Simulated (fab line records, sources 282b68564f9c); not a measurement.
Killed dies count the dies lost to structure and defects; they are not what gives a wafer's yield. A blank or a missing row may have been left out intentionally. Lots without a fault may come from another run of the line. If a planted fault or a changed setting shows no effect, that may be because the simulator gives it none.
fab line records | flow rit_cmos
record: lots: 6 wafers: 18 last_day: 7
route steps=202 shown NLDD@160 SILICIDE@161 CONTACT@168 M1@202
lots with no fault: from the same line, run without faults
start_h: start of the lot's first displayed wafer, in hours after the record's first day | wait_h: hours from the lot's prior step to this one | " as in the row above | L1.1+2: several wafers, shown together as one row | - value missing, or start not given | * or withheld: withheld | < > ~ a bound
route shown NAME@n: NAME is a module with steps in the file, n the number in the route of the first one | usual: average and standard deviation across the fault-free wafers | same: alike in all rows | chamber/n: place in a boat | sites: readings site by site | _std_site: their standard deviation | _edge_site: the outer-site mean with the inner-site mean subtracted | radius_mm: for every site, how far away it sits from the centre of the wafer | mask NAME#n: copy n | behind: the tool/chamber that last shaped the wafer | hold: why the lot was held/for how many hours/how that ended | device: transistor that didn't switch, given as n, p or np | end of line: the route-end tests of the same wafers | step lacking rows: just its recipe | killed: count of dies lost to structure and defects at first sort (not the wafer's yield) | map: shows each die of a wafer: x if killed, . if not, _ if none is there
set.NAME: the setting as run; set.NAME@STEP: as run at that earlier step | model.NAME: the simulator's own value behind a step, which no gauge read
a table for each step, a row for each wafer; lots at some steps of the route
services: when a tool's chamber went out of use (start_h, in hours from the record's first day, below 0 if earlier), for how many hours, and the reason
== steps ==
step: RIT_SDANNEAL_RS_MEAS_07
recipe: thk_meas_gauge: four-point-probe
usual: NLDD_RS: 151.8/0.5
columns lot.wafer tool chamber start_h wait_h NLDD_RS[ohm/sq]
L121.1 film_metro-04 - 49.19 0.1 152.5
L121.2 " - " " 152.4
L121.5 " - " " 152.1
L123.4 film_metro-02 - 60.37 0.1 152.3
L123.5 " - " " 151.9
L123.6 " - " " 152.6
L130.2 film_metro-01 - 94.72 0.1 151.5
L130.3 " - " " 151.9
L130.5 " - " " 152.5
L131.1 film_metro-04 - 99.38 0.1 151.4
L131.3 " - " " 151.1
L131.4 " - " " 151.7
L139.1 film_metro-01 - 139.74 0.1 151.4
L139.2 " - " " 151.9
L139.4 " - " " 150.9
L143.2 film_metro-04 - 159.40 0.1 151.8
L143.5 " - " " 151.9
L143.6 " - " " 152.1
step: RIT_SILICIDE_WET_ETCH_00
recipe: chemistry: BOE target: SiO2 target_depth_nm: 14 time_s: 15 dry: n2_spin dilution: 10:1 temp_c: 21.5
step: RIT_SILICIDE_SPUTTER_01
recipe: material: Ti target_thk_nm: 30 power_w: 350 chamber_pressure_pa: 0.667 gas: Ar time_s: 240 substrate_temp_c: 25
usual: throttle_valve_pct: 30.0/1.3
same: time_s: 240
columns lot.wafer tool chamber start_h wait_h throttle_valve_pct
L121.1 pvd_sputter-02 - 49.32 0.0 31.0
L121.2 " - " " 30.2
L121.5 " - " " 31.0
L123.4 pvd_sputter-02 - 60.45 0.0 30.4
L123.5 " - " " 30.9
L123.6 " - " " 30.6
L130.2 pvd_sputter-03 - 94.83 0.0 31.6
L130.3 " - " " 31.6
L130.5 " - " " 31.3
L131.1 pvd_sputter-01 - 99.52 0.0 29.5
L131.3 " - " " 27.8
L131.4 " - " " 29.6
L139.1 pvd_sputter-01 - 139.87 0.0 30.3
L139.2 " - " " 27.7
L139.4 " - " " 29.7
L143.2 pvd_sputter-01 - 159.51 0.0 30.2
L143.5 " - " " 29.4
L143.6 " - " " 30.2
step: RIT_SILICIDE_RS_MEAS_02
recipe: thk_meas_gauge: four-point-probe reads: Ti_of_SILICIDE_SPUTTER_01
usual: SILICIDE_TI_RS: 47.5/0.65
columns lot.wafer tool chamber start_h wait_h SILICIDE_TI_RS[ohm/sq]
L121.1 film_metro-01 - 49.47 0.1 46.6
L121.2 " - " " 46.8
L121.5 " - " " 46.6
L123.4 film_metro-03 - 60.66 0.1 48.0
L123.5 " - " " 47.4
L123.6 " - " " 47.8
L130.2 film_metro-04 - 95.00 0.1 48.4
L130.3 " - " " 46.6
L130.5 " - " " 48.3
L131.1 film_metro-01 - 99.68 0.1 47.6
L131.3 " - " " 47.2
L131.4 " - " " 48.3
L139.1 film_metro-03 - 140.02 0.1 47.0
L139.2 " - " " 46.9
L139.4 " - " " 47.2
L143.2 film_metro-03 - 159.68 0.1 46.6
L143.5 " - " " 46.8
L143.6 " - " " 46.9
step: RIT_SILICIDE_THK_MEAS_03
recipe: thk_meas_gauge: xrf reads: Ti_of_SILICIDE_SPUTTER_01
usual: SILICIDE_TI_THK: 30.6/0.34
columns lot.wafer tool chamber start_h wait_h SILICIDE_TI_THK[nm]
L121.1 film_metro-01 - 49.59 0.1 31.0
L121.2 " - " " 31.1
L121.5 " - " " 31.1
L123.4 film_metro-03 - 60.75 0.1 30.3
L123.5 " - " " 30.5
L123.6 " - " " 30.4
L130.2 film_metro-04 - 95.11 0.1 30.2
L130.3 " - " " 31.2
L130.5 " - " " 30.3
L131.1 film_metro-01 - 99.80 0.1 30.5
L131.3 " - " " 30.8
L131.4 " - " " 30.3
L139.1 film_metro-03 - 140.14 0.1 31.0
L139.2 " - " " 31.0
L139.4 " - " " 30.9
L143.2 film_metro-03 - 159.79 0.1 31.1
L143.5 " - " " 31.1
L143.6 " - " " 31.0
step: RIT_SILICIDE_RTA_04
recipe: temp_c: 650 time_s: 10 idle_temp_c: 25 ramp_up_s: 5 ramp_down_s: 5 cool_to_c: 25 ambient: N2
usual: wafer_temp_C_max: 652.6/0.84
same: time_s: 10
columns lot.wafer tool chamber start_h wait_h wafer_temp_C_max
L121.1 rtp_anneal-01 0 49.65 0.1 651.5
L121.2 " 0 " " 652.2
L121.5 " 0 " " 651.7
L123.4 rtp_anneal-01 0 60.81 0.1 652.2
L123.5 " 0 " " 652.0
L123.6 " 0 " " 651.8
L130.2 rtp_anneal-02 0 95.17 0.1 653.6
L130.3 " 0 " " 654.2
L130.5 " 0 " " 652.3
L131.1 rtp_anneal-01 0 99.86 0.1 650.9
L131.3 " 0 " " 652.3
L131.4 " 0 " " 652.0
L139.1 rtp_anneal-01 0 140.20 0.1 652.2
L139.2 " 0 " " 652.0
L139.4 " 0 " " 652.3
L143.2 rtp_anneal-01 0 159.85 0.1 651.8
L143.5 " 0 " " 652.2
L143.6 " 0 " " 651.6
step: RIT_SILICIDE_WET_ETCH_05
recipe: chemistry: SPM target: Ti temp_c: 90 time_s: 120 dry: n2_spin
step: RIT_SILICIDE_RTA_06
recipe: temp_c: 750 time_s: 10 idle_temp_c: 25 ramp_up_s: 5 ramp_down_s: 10 cool_to_c: 25 ambient: N2
usual: wafer_temp_C_max: 753.0/0.93
same: time_s: 10
columns lot.wafer tool chamber start_h wait_h wafer_temp_C_max
L121.1 rtp_anneal-02 0 49.76 0.0 753.3
L121.2 " 0 " " 753.5
L121.5 " 0 " " 754.7
L123.4 rtp_anneal-02 0 60.92 0.0 752.5
L123.5 " 0 " " 752.5
L123.6 " 0 " " 753.3
L130.2 rtp_anneal-01 0 95.29 0.0 752.4
L130.3 " 0 " " 752.7
L130.5 " 0 " " 752.0
L131.1 rtp_anneal-02 0 100.04 0.0 754.8
L131.3 " 0 " " 754.2
L131.4 " 0 " " 753.8
L139.1 rtp_anneal-02 0 140.31 0.0 754.1
L139.2 " 0 " " 754.3
L139.4 " 0 " " 753.9
L143.2 rtp_anneal-02 0 159.97 0.0 754.2
L143.5 " 0 " " 752.9
L143.6 " 0 " " 753.8
step: RIT_CONTACT_CVD_00
recipe: material: SiO2 target_thk_nm: 400 precursor: TEOS temp_c: 390 time_s: 61 rf_w: 400
usual: heater_power_w: 321/43
same: time_s: 61
columns lot.wafer tool chamber start_h wait_h heater_power_w
L121.1 pecvd-01 0 49.83 0.1 294
L121.2 " 1 " " 270
L121.5 " 2 " " 321
L123.4 pecvd-03 0 60.98 0.0 292
L123.5 " 1 " " 364
L123.6 " 2 " " 408
L130.2 pecvd-01 0 95.40 0.1 261
L130.3 " 2 " " 340
L130.5 " 2 " " 251
L131.1 pecvd-04 0 100.10 0.1 272
L131.3 " 2 " " 369
L131.4 " 1 " " 287
L139.1 pecvd-01 2 140.38 0.1 301
L139.2 " 1 " " 335
L139.4 " 2 " " 316
L143.2 pecvd-04 2 160.02 0.0 294
L143.5 " 1 " " 334
L143.6 " 0 " " 296
step: RIT_CONTACT_THK_MEAS_01
recipe: reads: SiO2_of_CONTACT_CVD_00
usual: CONTACT_TEOS_THK: 398/5.2
columns lot.wafer tool chamber start_h wait_h CONTACT_TEOS_THK[nm]
L121.1 film_metro-02 - 49.88 0.0 395
L121.2 " - " " 402
L121.5 " - " " 394
L123.4 film_metro-02 - 61.03 0.0 406
L123.5 " - " " 402
L123.6 " - " " 400
L130.2 film_metro-03 - 95.46 0.0 397
L130.3 " - " " 396
L130.5 " - " " 401
L131.1 film_metro-02 - 100.15 0.0 403
L131.3 " - " " 400
L131.4 " - " " 407
L139.1 film_metro-02 - 140.43 0.0 397
L139.2 " - " " 405
L139.4 " - " " 404
L143.2 film_metro-04 - 160.08 0.0 398
L143.5 " - " " 401
L143.6 " - " " 407
step: RIT_CONTACT_HMDS_02
recipe: prime_time_s: 60 prime_temp_c: 140
step: RIT_CONTACT_COAT_03
recipe: resist: NOVOLAK spin_rpm: 3250 resist_thk_nm: 1000
step: RIT_CONTACT_SOFTBAKE_04
recipe: resist: NOVOLAK temp_c: 90 time_s: 60
usual: heater_power_total_W: 34.56/0.051 plate_temp_C: 89.99/0.13
same: time_s: 60
columns lot.wafer tool chamber start_h wait_h heater_power_total_W plate_temp_C model.NOVOLAK_of_CONTACT_COAT_03.thk_nm
L121.1 litho_track-04 0 50.24 0.1 34.54 89.86 1004
L121.2 " 0 " " 34.57 89.98 999.8
L121.5 " 0 " " 34.51 90.16 999.5
L123.4 litho_track-02 0 61.44 0.1 34.60 90.01 999.9
L123.5 " 0 " " 34.57 89.94 999.4
L123.6 " 0 " " 34.57 89.91 998.6
L130.2 litho_track-04 0 95.84 0.1 36.43 93.31 987.5
L130.3 " 0 " " 36.38 93.37 989.5
L130.5 " 0 " " 36.43 93.30 987
L131.1 litho_track-04 0 100.51 0.1 36.34 93.39 984
L131.3 " 0 " " 36.38 93.61 987.2
L131.4 " 0 " " 36.34 93.34 986.9
L139.1 litho_track-03 0 140.79 0.1 34.47 89.80 1000
L139.2 " 0 " " 34.52 90.13 999.3
L139.4 " 0 " " 34.54 89.89 1001
L143.2 litho_track-02 0 160.46 0.1 34.60 90.23 999.7
L143.5 " 0 " " 34.45 90.13 998.1
L143.6 " 0 " " 34.56 90.09 999.3
step: RIT_CONTACT_EXPOSE_05
recipe: mask_id: M11 na: 0.6 source_shape: conventional sigma_outer: 0.5 target_cd_nm: 1000 dose_mj: 250
step: RIT_CONTACT_PEB_06
recipe: resist: NOVOLAK temp_c: withheld time_s: withheld
step: RIT_CONTACT_DEVELOP_07
recipe: resist: NOVOLAK develop_time_s: 120 dev_temp_c: 23
same: develop_time_s: 120
columns lot.wafer tool chamber start_h wait_h model.NOVOLAK_of_CONTACT_COAT_03.thk_nm
L121.1 litho_track-03 0 - - 1003
L121.2 " 0 " " 999
L121.5 " 0 " " 998.7
L123.4 litho_track-02 0 - - 999.1
L123.5 " 0 " " 998.5
L123.6 " 0 " " 997.8
L130.2 litho_track-03 0 - - 986.7
L130.3 " 0 " " 988.7
L130.5 " 0 " " 986.2
L131.1 litho_track-03 0 - - 983.2
L131.3 " 0 " " 986.4
L131.4 " 0 " " 986
L139.1 litho_track-02 0 - - 999.5
L139.2 " 0 " " 998.5
L139.4 " 0 " " 1000
L143.2 litho_track-02 0 - - 998.9
L143.5 " 0 " " 997.3
L143.6 " 0 " " 998.5
step: RIT_CONTACT_CD_MEAS_08
recipe: target_cd_nm: 1000
usual: cd_nm: 1000.0/2.1
columns lot.wafer tool chamber start_h wait_h cd_nm
L121.1 cd_sem-01 - 50.90 - 996.2
L121.2 " - " " 997.7
L121.5 " - " " 1000.8
L123.4 cd_sem-01 - 62.20 - 1001.6
L123.5 " - " " 1002.9
L123.6 " - " " 1001.6
L130.2 cd_sem-02 - 96.75 - 1002.8
L130.3 " - " " 1003.0
L130.5 " - " " 1003.2
L131.1 cd_sem-02 - 101.33 - 999.8
L131.3 " - " " 999.7
L131.4 " - " " 999.1
L139.1 cd_sem-02 - 141.58 - 998.7
L139.2 " - " " 998.2
L139.4 " - " " 998.8
L143.2 cd_sem-01 - 161.25 - 1001.1
L143.5 " - " " 1000.4
L143.6 " - " " 998.3
step: RIT_M1_PROBE_99
usual: killed_at_front_end: 7/3.4 killed_dies: 7/3.4 killed_open: 3.3/2 killed_short: 3.8/2.4
same: gross_dies: 264 killed_at_M0_to_M3: 0 killed_at_M4_up: 0 killed_at_back_side: 0 killed_at_contacts: 0 killed_at_other: 0
columns lot.wafer tool chamber start_h wait_h killed_at_front_end killed_dies killed_open killed_short
L121.1 prober-02 - 56.21 0.1 9 9 3 6
L121.2 prober-02 - 56.26 0.1 13 13 4 8
L121.5 prober-02 - 56.41 0.2 12 12 3 9
L131.1 prober-02 - 106.65 0.1 6 6 2 4
L131.3 prober-02 - 106.75 0.2 8 8 3 5
L131.4 prober-02 - 106.80 0.2 8 8 1 7
L139.1 prober-02 - 147.07 0.1 11 11 4 7
L139.2 prober-02 - 147.12 0.1 8 8 5 3
L139.4 prober-02 - 147.22 0.2 17 17 7 10
killed by level:class
L121.1 SILICIDE:geometric_particle:short=3 GATE:geometric_particle:short=2 FOX2:geometric_particle:open=1 GATE:geometric_particle:open=1 REOX:geometric_particle:short=1 SILICIDE:geometric_particle:open=1
L121.2 FOX1:geometric_particle:short=2 FOX1:geometric_particle:open=2 FOX2:geometric_particle:short=2 GATE:geometric_particle:short=2 FOX2:geometric_particle:open=1 REOX:geometric_particle:short=1 REOX:geometric_particle:open=1 SILICIDE:geometric_particle:short=1
L121.5 SILICIDE:geometric_particle:short=3 FOX1:geometric_particle:short=2 GATE:geometric_particle:short=2 GATE:geometric_particle:open=2 SPACER:geometric_particle:short=2 SILICIDE:geometric_particle:open=1
L131.1 FOX2:geometric_particle:short=2 FOX1:geometric_particle:short=1 FOX1:geometric_particle:open=1 FOX2:geometric_particle:open=1 GATE:geometric_particle:short=1
L131.3 FOX1:geometric_particle:open=1 FOX1:geometric_particle:short=1 FOX2:geometric_particle:short=1 GATE:geometric_particle:short=1 GATE:geometric_particle:open=1 REOX:geometric_particle:short=1 SPACER:geometric_particle:short=1 SILICIDE:geometric_particle:open=1
L131.4 SILICIDE:geometric_particle:short=2 FOX1:geometric_particle:open=1 FOX1:geometric_particle:short=1 FOX2:geometric_particle:short=1 GATE:geometric_particle:short=1 REOX:geometric_particle:short=1 SPACER:geometric_particle:short=1
L139.1 FOX1:geometric_particle:short=4 GATE:geometric_particle:short=3 GATE:geometric_particle:open=3 SPACER:geometric_particle:open=1
L139.2 GATE:geometric_particle:short=3 GATE:geometric_particle:open=3 FOX2:geometric_particle:open=1 SILICIDE:geometric_particle:open=1
L139.4 GATE:geometric_particle:short=6 GATE:geometric_particle:open=4 FOX1:geometric_particle:short=3 FOX1:geometric_particle:open=1 REOX:geometric_particle:short=1 SPACER:geometric_particle:open=1 SILICIDE:geometric_particle:open=1
== services ==
columns tool chamber start_h hours kind
pecvd-03 - 29.18 1.5 repair
pvd_sputter-01 - 36.59 2.3 repair
pvd_sputter-01 - 54.37 4.9 repair
pecvd-04 - 54.49 0.5 repair
pvd_sputter-02 - 87.69 9.4 repair
pecvd-04 0 120.28 13.7 repair
pecvd-01 2 121.96 3.6 repair
litho_track-04 - 121.97 - consumable_replace:filter
pvd_sputter-03 - 130.60 0.7 repair
pvd_sputter-03 - 158.65 2.6 repair
== key ==
first_sign: step: RIT_CONTACT_SOFTBAKE_04 reading: heater_power_total_W direction: up sigmas: 36 usual: 34.56 struck: 36.38
effect: step: RIT_CONTACT_SOFTBAKE_04 reading: plate_temp_C direction: up sigmas: 26 usual: * struck: *
model_effect: step: RIT_CONTACT_SOFTBAKE_04 value: NOVOLAK_of_CONTACT_COAT_03.thk_nm without: 995.8 struck: 987
model_effect: step: RIT_CONTACT_DEVELOP_07 value: NOVOLAK_of_CONTACT_COAT_03.thk_nm without: 995 struck: 986.2
met_at RIT_CONTACT_SOFTBAKE_04
struck_wafers L130.2,L130.3,L130.5,L131.1,L131.3,L131.4
tester_left_out L130,L131
loop_trim: step: RIT_CONTACT_EXPOSE_05 setting: dose lots: L131
onset_between 50.24 95.84
fault: kind: process_parameter_drift tool: litho_track-04 chamber: - onset_h: 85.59 steps: RIT_CONTACT_SOFTBAKE_04 channel: temp_c offset: * shape: step end_h: 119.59 acts_in: * stated: *
tester_left_out: of these lots the tester's yield and bins aren't shown, on N5 and GAA mostly nor the transistor test; their killed dies are dies lost to structure and defects alone, not to doping, threshold or leakage, so they don't give the yield
loop_trim: a control loop set the setting to another value than it would have without faults
